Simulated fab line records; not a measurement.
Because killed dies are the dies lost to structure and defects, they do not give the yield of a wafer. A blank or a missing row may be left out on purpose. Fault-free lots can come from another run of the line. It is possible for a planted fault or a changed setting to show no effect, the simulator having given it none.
A struck lot beside a sound one | flow rit_cmos | 45 steps out of a route of 202
Sound: these wafers, L944.1, L944.3, L944.5. Wafers struck: L958.2, L958.5, L958.6. The cause comes at the end.
At each step with rows: each side's tool, then ch and its chambers, then its first start. Under that, the readings that differ: sound wafers | struck wafers | difference of the means | sigmas: that difference in standard deviations of wafers without a fault.
alike: words and numbers the same on both sides, and readings whose means are apart by under 2 such deviations; not compared: readings that were withheld, readings missing a value for some wafer, numbers with overlapping values and no deviation given by the record, and bounds like >300 which may hide the same value.
Wherever a step has rows on one side only, a row that says differs or no value, or a row with sigmas, the two part there. When numbers do not overlap yet have no deviation, they are printed without sigmas and do not part them. Lack of a reading on every wafer of one side parts them only where that side has two or more wafers.

first, 2 steps without rows for these wafers: RIT_NLDD_HARDBAKE_07 (time 60 s); RIT_NLDD_IMPLANT_08.
RIT_NLDD_STRIP_09: strips in O2, time 180 s.
  sound on plasma_asher-04 ch 0,1, day 3 05:35; struck on plasma_asher-03 ch 0,1, day 6 13:37
  alike: drypump_motor_current_A
  not compared: rf_hours_counter_h
RIT_NLDD_TW_MEAS_10:
  sound on film_metro-03 at day 3 05:45; struck on film_metro-01 at day 6 13:48
  reading | sound          | struck         | difference | sigmas
  NLDD_TW | 2468 2458 2466 | 2524 2511 2510 | +51        | +2
then, 6 steps without rows for these wafers: RIT_PLDD_HMDS_00 (prime time 60 s); RIT_PLDD_COAT_01 (resist thk 1000 nm); RIT_PLDD_SOFTBAKE_02 (time 60 s); RIT_PLDD_EXPOSE_03 (exposes mask M8, target cd 40900 nm); RIT_PLDD_PEB_04; RIT_PLDD_DEVELOP_05 (develop time 50 s).
RIT_PLDD_OVL_MEAS_06:
  sound on overlay-01 at day 3 06:40; struck on overlay-01 at day 6 15:23
  alike: PLDD_OVL
then, 1 step without rows for these wafers: RIT_PLDD_HARDBAKE_07 (time 60 s).
RIT_PLDD_IMPLANT_08:
  sound on implanter-03 ch 0, day 3 06:51; struck on implanter-03 ch 0, day 6 15:47
RIT_PLDD_STRIP_09: strips in O2, time 180 s.
  sound on plasma_asher-03 ch 0,1, day 3 07:00; struck on plasma_asher-03 ch 0,1, day 6 15:55
  alike: drypump_motor_current_A
  not compared: rf_hours_counter_h
RIT_PLDD_TW_MEAS_10:
  sound on film_metro-01 at day 3 07:10; struck on film_metro-02 at day 6 16:05
  reading | sound          | struck         | difference | sigmas
  PLDD_TW | 2365 2353 2359 | 2290 2304 2303 | -60        | -3
then, 4 steps without rows for these wafers: RIT_SPACER_CLEAN_00 (cleans in SC1, time 600 s); RIT_SPACER_CLEAN_01 (cleans in dHF, time 30 s); RIT_SPACER_CLEAN_02 (cleans in SC2, time 600 s); RIT_SPACER_CVD_03 (deposits Si3N4 from SiH2Cl2/NH3, target thk 250 nm, time 3300 s).
RIT_SPACER_THK_MEAS_04:
  sound on film_metro-01 at day 3 09:32; struck on film_metro-03 at day 6 18:40
  alike: SPACER_NITRIDE_THK
RIT_SPACER_ETCHBACK_05: etches Si3N4 in SF6/CHF3, stops on SiO2, target depth 250 nm, time 240 s.
  sound on rie_diel-01 ch 0,1, day 3 09:35; struck on rie_diel-01 ch 0,1,3, day 6 18:43
  alike: SF6_flow_sccm, drypump_motor_current_A, oes_product_au, throttle_valve_pct
  not compared: rf_hours_counter_h
then, 6 steps without rows for these wafers: RIT_NSD_HMDS_00 (prime time 60 s); RIT_NSD_COAT_01 (resist thk 1000 nm); RIT_NSD_SOFTBAKE_02 (time 60 s); RIT_NSD_EXPOSE_03 (exposes mask M9, target cd 40700 nm); RIT_NSD_PEB_04; RIT_NSD_DEVELOP_05 (develop time 50 s).
RIT_NSD_OVL_MEAS_06:
  sound on overlay-02 at day 3 10:47; struck on overlay-02 at day 6 19:43
  reading      | sound          | struck      | difference | sigmas
  NSD_OVL (nm) | -1.2 -2.6 -0.4 | 3.2 1.7 1.0 | +3.4       | +2
then, 2 steps without rows for these wafers: RIT_NSD_HARDBAKE_07 (time 60 s); RIT_NSD_IMPLANT_08.
RIT_NSD_STRIP_09: strips in O2, time 180 s.
  sound on plasma_asher-04 ch 0, day 3 11:07; struck on plasma_asher-01 ch 0,1, day 6 20:03
  alike: drypump_motor_current_A
  not compared: rf_hours_counter_h
RIT_NSD_TW_MEAS_10:
  sound on film_metro-01 at day 3 11:17; struck on film_metro-02 at day 6 20:14
  reading | sound          | struck         | difference | sigmas
  NSD_TW  | 3164 3148 3143 | 3087 3070 3068 | -77        | -2
then, 6 steps without rows for these wafers: RIT_PSD_HMDS_00 (prime time 60 s); RIT_PSD_COAT_01 (resist thk 1000 nm); RIT_PSD_SOFTBAKE_02 (time 60 s); RIT_PSD_EXPOSE_03 (exposes mask M10, target cd 40900 nm); RIT_PSD_PEB_04; RIT_PSD_DEVELOP_05 (develop time 50 s).
RIT_PSD_OVL_MEAS_06:
  sound on overlay-01 at day 3 12:20; struck on overlay-02 at day 6 21:08
  alike: PSD_OVL
then, 2 steps without rows for these wafers: RIT_PSD_HARDBAKE_07 (time 60 s); RIT_PSD_IMPLANT_08.
RIT_PSD_STRIP_09: strips in O2, time 180 s.
  sound on plasma_asher-01 ch 0,1, day 3 12:40; struck on plasma_asher-01 ch 0,1, day 6 21:28
  alike: drypump_motor_current_A
  not compared: rf_hours_counter_h
RIT_SDANNEAL_RS_MEAS_06: measurement is done with a four-point probe.
  sound on film_metro-01 at day 3 14:05; struck on film_metro-02 at day 6 22:41
  reading          | sound             | struck            | difference | sigmas
  PLDD_RS (ohm/sq) | 178.1 178.1 178.0 | 181.9 181.9 181.7 | +3.8       | +8
  not compared: hold
RIT_SDANNEAL_RS_MEAS_07: measurement is done with a four-point probe.
  sound on film_metro-01 at day 3 14:13; struck on film_metro-02 at day 7 00:22
  reading | sound | struck                                                                     | difference                   | sigmas
  hold    | - - - | await_dispo/1.5h/release await_dispo/1.5h/release await_dispo/1.5h/release | no value on the sound wafers |
  alike: NLDD_RS
RIT_M1_PROBE_99:
  rows exist in the record for the struck wafers here (prober-01, day 7 07:18), but not for the sound ones

## WHERE THEY PART
At RIT_NLDD_TW_MEAS_10 first; at RIT_M1_PROBE_99 last (within this record only).

WHY: the cause the simulator had injected
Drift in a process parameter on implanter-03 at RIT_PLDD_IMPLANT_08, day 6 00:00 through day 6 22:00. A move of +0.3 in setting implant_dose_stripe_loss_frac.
